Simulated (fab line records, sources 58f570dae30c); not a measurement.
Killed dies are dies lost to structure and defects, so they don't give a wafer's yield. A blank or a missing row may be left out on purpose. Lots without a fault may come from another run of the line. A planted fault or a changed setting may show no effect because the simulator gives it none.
Which tool did it? | flow berkeley_cmos170 | 7 lots, 21 wafers sampled, at 2 steps of a route of 331

WHAT THE GAUGES READ, wafer by wafer
UCB170_WELLDRIVE_THK_MEAS_02.
lot  | measured    | on            | WELLDRIVE_OXIDE_THK (nm)
L206 | day 4 06:08 | film_metro-02 | 203 201 201
L209 | day 4 16:31 | film_metro-04 | 197 201 204
L210 | day 5 01:43 | film_metro-04 | 192 196 194
L212 | day 5 09:28 | film_metro-02 | 196 193 193
L220 | day 7 00:20 | film_metro-01 | 198 198 198
L222 | day 7 10:44 | film_metro-02 | 205 208 205
L225 | day 8 04:40 | film_metro-01 | 204 207 207

WHICH TOOL RAN EACH LOT (tool, then ch and the chambers of the sampled wafers, then the start)
lot  | UCB170_NWELL_CLEAN_17
L206 | wet_bench-01 ch 3, day 2 21:43
L209 | wet_bench-02 ch 0, day 3 11:13
L210 | wet_bench-02 ch 3, day 3 19:01
L212 | wet_bench-03 ch 1, day 4 03:38
L220 | wet_bench-01 ch 2, day 5 18:23
L222 | wet_bench-02 ch 3, day 6 06:38
L225 | wet_bench-01 ch 1, day 6 21:26
- UCB170_NWELL_CLEAN_17: cleans in SPM, time 600 s.

THE ANSWER, worked out from the rows above alone
Rule: what is usual is taken from the lots themselves. Put in order of their means at a reading, lots are off if they are a third of the lots or fewer, leave a main group of 4 or more, and stand apart from it by a gap of 3 or more times the standard deviation of the main group's means; of several such gaps the widest counts. A main group whose means are all the same, to the digits that the tables above print for the reading, isn't used. A lot without any number at a reading at which 4 lots or more have one is off too. The other lots that the step has rows for count as sound.
No lot is off at any reading shown: from this, nothing can be told.

WHAT THE SIMULATOR HAD PUT IN
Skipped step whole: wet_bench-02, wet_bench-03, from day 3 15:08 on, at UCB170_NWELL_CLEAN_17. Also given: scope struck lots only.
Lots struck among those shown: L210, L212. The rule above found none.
